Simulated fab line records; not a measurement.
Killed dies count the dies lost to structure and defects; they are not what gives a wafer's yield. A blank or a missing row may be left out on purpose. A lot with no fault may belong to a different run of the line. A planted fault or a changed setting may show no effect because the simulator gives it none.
Chamber matching + flow berkeley-cmos170 + rie-diel-01 running UCB170_ZERO_ETCH_06: 3 sister chambers
The step etches SiO2 in CHF3/CF4/Ar, time 12 s. 14 wafers are shown with their chamber, then 6 later ones without.

EACH WAFER AND ITS CHAMBER
| wafer  | chamber | drypump-motor-current-A (A) | throttle-valve-pct (%) | oes-product-au (a.u.) |
|--------|---------|-----------------------------|------------------------|-----------------------|
| L599.3 | 1       | 4.9                         | 9.44                   | 0.611                 |
| L599.4 | 0       | 5.9                         | 9.24                   | 0.604                 |
| L599.5 | 0       | 5.9                         | 9.23                   | 0.604                 |
| L601.2 | 0       | 5.9                         | 9.25                   | 0.602                 |
| L601.4 | 1       | 4.9                         | 9.44                   | 0.620                 |
| L601.5 | 2       | 5.8                         | 8.91                   | 0.616                 |
| L602.1 | 0       | 5.8                         | 9.23                   | 0.593                 |
| L602.5 | 1       | 4.9                         | 9.43                   | 0.615                 |
| L602.6 | 2       | 5.8                         | 8.94                   | 0.623                 |
| L603.4 | 0       | 5.8                         | 9.22                   | 0.604                 |
| L603.5 | 2       | 5.8                         | 8.93                   | 0.614                 |
| L603.6 | 1       | 4.9                         | 9.43                   | 0.615                 |
| L609.2 | 1       | 4.9                         | 9.43                   | 0.621                 |
| L609.4 | 2       | 5.8                         | 8.92                   | 0.624                 |

SIGNATURES (averages over the wafers above)
| reading                 | chamber 0 | chamber 1 | chamber 2 | scatter within a chamber |
|-------------------------|-----------|-----------|-----------|--------------------------|
| drypump-motor-current-A | 5.860     | 4.900     | 5.800     | 0.033                    |
| throttle-valve-pct      | 9.2340    | 9.4340    | 8.9250    | 0.0102                   |
| oes-product-au          | 0.60140   | 0.61640   | 0.61925   | 0.0046                   |
Rule: a wafer's distance from a chamber is the root of the sum, over the readings, of the square of ((its reading less the chamber's mean) divided by the reading's scatter). The wafer belongs to the nearest chamber; if the next one is less than 2 further off, it can't be placed. The scatter: the root of (the sum of the squares of (reading less its chamber's mean) over the shown wafers, divided by (wafers less chambers)).

WAFERS WHOSE CHAMBER IS MISSING
| wafer  | drypump-motor-current-A (A) | throttle-valve-pct (%) | oes-product-au (a.u.) |
|--------|-----------------------------|------------------------|-----------------------|
| L609.6 | 5.9                         | 9.25                   | 0.596                 |
| L616.5 | 4.9                         | 9.42                   | 0.620                 |
| L616.6 | 5.8                         | 9.23                   | 0.596                 |
| L621.1 | 5.8                         | 8.92                   | 0.621                 |
| L621.3 | 5.9                         | 9.24                   | 0.599                 |
| L621.5 | 5.8                         | 8.92                   | 0.616                 |

THE CHAMBER EACH PASSED THROUGH
| wafer  | from the rows above | in truth |
|--------|---------------------|----------|
| L609.6 | 0                   | 0        |
| L616.5 | 1                   | 1        |
| L616.6 | 0                   | 0        |
| L621.1 | 2                   | 2        |
| L621.3 | 0                   | 0        |
| L621.5 | 2                   | 2        |
Correctly placed: 6 of 6. Can't be placed from these rows: 0. Number placed wrongly: 0.
